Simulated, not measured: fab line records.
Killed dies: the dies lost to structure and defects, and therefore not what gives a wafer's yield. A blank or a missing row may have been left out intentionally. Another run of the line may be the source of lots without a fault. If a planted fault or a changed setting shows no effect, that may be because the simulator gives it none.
Split-lot experiment	flow berkeley_cmos170	23 wafers read from 5 lots, route of 331 steps

== SPLIT DETAILS ==
At UCB170_START_OXIDATION_02 (target thk 20 nm, ox time 1800 s), the setting ox_time_s was moved away from the recipe's 1800 s on 15 of the 23 wafers read, by +4.0% to +13.5%. All remaining wafers had this setting at the recipe value.

The reading comes from the split's own step.

== THE READING ==
SiO2_of_START_OXIDATION_02.thk_nm (the simulator's own value, which no gauge read), in nm, at UCB170_START_OXIDATION_02 (target thk 20 nm, ox time 1800 s). The file does not state a usual value for it. The 8 wafers here that ran the recipe average 20.05 nm, standard deviation 0.61 nm.

wafer	tool, chamber at the split	ox_time_s as run, s	against the recipe	SiO2_of_START_OXIDATION_02.thk_nm, nm	against lot-mates on the recipe
L074.1	-, -	1941	+7.8%	20.84	no lot-mate on the recipe
L074.2	-, -	1941	+7.8%	21.1	no lot-mate on the recipe
L074.3	-, -	1941	+7.8%	20.88	no lot-mate on the recipe
L074.4	-, -	1941	+7.8%	21.13	no lot-mate on the recipe
L074.6	-, -	1941	+7.8%	20.76	no lot-mate on the recipe
L076.2	furnace-01, 0	1800	recipe	21.04	-
L076.3	furnace-01, 0	1800	recipe	20.63	-
L076.5	furnace-01, 0	1800	recipe	20.75	-
L078.1	-, -	1800	recipe	19.42	-
L078.3	-, -	1800	recipe	19.71	-
L078.4	-, -	1800	recipe	19.34	-
L078.5	-, -	1800	recipe	19.75	-
L078.6	-, -	1800	recipe	19.76	-
L079.1	-, -	2043	+13.5%	22	no lot-mate on the recipe
L079.2	-, -	2043	+13.5%	22.05	no lot-mate on the recipe
L079.3	-, -	2043	+13.5%	21.96	no lot-mate on the recipe
L079.5	-, -	2043	+13.5%	22.28	no lot-mate on the recipe
L079.6	-, -	2043	+13.5%	22.23	no lot-mate on the recipe
L080.1	-, -	1872	+4.0%	20.55	no lot-mate on the recipe
L080.3	-, -	1872	+4.0%	20.69	no lot-mate on the recipe
L080.4	-, -	1872	+4.0%	20.8	no lot-mate on the recipe
L080.5	-, -	1872	+4.0%	21	no lot-mate on the recipe
L080.6	-, -	1872	+4.0%	20.75	no lot-mate on the recipe

THE FIT
A straight line over all 23 wafers: SiO2_of_START_OXIDATION_02.thk_nm changes by +0.145 nm for each +1% of ox_time_s; r = +0.88; the points scatter about the line by 0.42 nm.
Too few moved wafers with a lot-mate on the recipe to fit a line net of each lot's own level.

== THE FILE'S OWN FIT ==
SiO2_of_START_OXIDATION_02.thk_nm changes by +0.145 nm for each +1% of ox_time_s, r = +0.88.
